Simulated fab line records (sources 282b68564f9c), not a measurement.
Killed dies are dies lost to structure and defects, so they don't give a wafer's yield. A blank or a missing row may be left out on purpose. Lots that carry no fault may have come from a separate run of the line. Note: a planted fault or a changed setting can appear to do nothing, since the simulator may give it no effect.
A single fault, viewed from 2 desks || flow rit cmos || numbers are kept per desk, each desk with only its own; the story behind them comes last

## THE METROLOGY DESK
Lot by lot, what the gauges showed, no matter which tool ran the lot: averages of those sampled wafers that carry a number. Marked OUT: a lot whose mean sits more than 4 standard deviations from the usual mean, which makes it out of limits; the brackets give that distance.
Columns: A = ACTIVE_NITRIDE_THK at RIT_ACTIVE_THK_MEAS_04, usual 149.4 nm
{"lot": "L967", "first seen here": "day 1 16:25", "A": 150.3}
{"lot": "L968", "first seen here": "day 1 19:41", "A": 150.5}
{"lot": "L969", "first seen here": "day 1 23:56", "A": 151.1}
{"lot": "L970", "first seen here": "day 2 04:58", "A": 150.4}
{"lot": "L971", "first seen here": "day 2 10:04", "A": 150.0}
{"lot": "L972", "first seen here": "day 2 15:20", "A": 147.8}
{"lot": "L973", "first seen here": "day 2 20:40", "A": 149.7}
{"lot": "L974", "first seen here": "day 3 01:10", "A": 150.5}
{"lot": "L976", "first seen here": "day 3 12:46", "A": "120.4 (-21) OUT"}
{"lot": "L980", "first seen here": "day 4 06:32", "A": "121.6 (-20) OUT"}
{"lot": "L985", "first seen here": "day 5 07:40", "A": 150.2}
{"lot": "L984", "first seen here": "day 5 07:40", "A": 151.4}
{"lot": "L987", "first seen here": "day 5 21:16", "A": 144.9}
{"lot": "L990", "first seen here": "day 6 08:34", "A": 149.9}
Per this desk, out of limits: L976, L980; the first was L976, day 3 12:46 (ACTIVE_NITRIDE_THK at RIT_ACTIVE_THK_MEAS_04). In limits: L967, L968, L969, L970, L971, L972, L973, L974, L985, L984, L987, L990.

## AT THE TOOL OWNER'S DESK: lpcvd-01
The tool's own readings at RIT_ACTIVE_CVD_03 (deposits Si3N4 from SiH2Cl2/NH3, target thk 150 nm, time 1500 s): means of the sampled wafers that have a number, for each lot that ran on this tool. Marked OUT: a lot whose mean sits more than 4 standard deviations from the usual mean, which makes it out of limits; the brackets give that distance.
Columns: A = pressure mtorr at RIT_ACTIVE_CVD_03, usual 299.9 mTorr; B = spike tc centre C at RIT_ACTIVE_CVD_03, usual 813.3 C
{"lot": "L967", "first seen here": "day 1 15:01", "A": 299.7, "B": 813.3}
{"lot": "L971", "first seen here": "day 2 08:38", "A": 299.6, "B": 812.6}
{"lot": "L973", "first seen here": "day 2 19:14", "A": 299.2, "B": 813.2}
{"lot": "L974", "first seen here": "day 2 23:43", "A": 299.2, "B": 813.0}
{"lot": "L976", "first seen here": "day 3 11:19", "A": "149.7 (-99 or more) OUT", "B": 813.7}
{"lot": "L980", "first seen here": "day 4 05:07", "A": "150.2 (-99 or more) OUT", "B": 813.7}
This desk's verdict: out of limits on L976, L980, starting with L976 at day 3 11:19 (pressure mtorr at RIT_ACTIVE_CVD_03). In limits: L967, L971, L973, L974.

## ALL TOGETHER
On L976, L980, at day 3 11:19, an alarm was possible from the tool owner's desk.
At day 3 12:46 the metrology desk could have sounded an alarm, on L976, L980.
The lots listed all ran RIT_ACTIVE_CVD_03 on lpcvd-01.

## WHAT WAS PUT IN BY THE SIMULATOR
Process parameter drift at RIT_ACTIVE_CVD_03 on lpcvd-01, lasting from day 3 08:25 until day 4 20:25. From 300, the setting pressure mtorr moved by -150. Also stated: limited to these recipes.
Lots struck among those shown: L976, L980.
Time in hours from fault onset to the first out-of-limits reading at each desk: tool owner's desk 3, metrology desk 4.
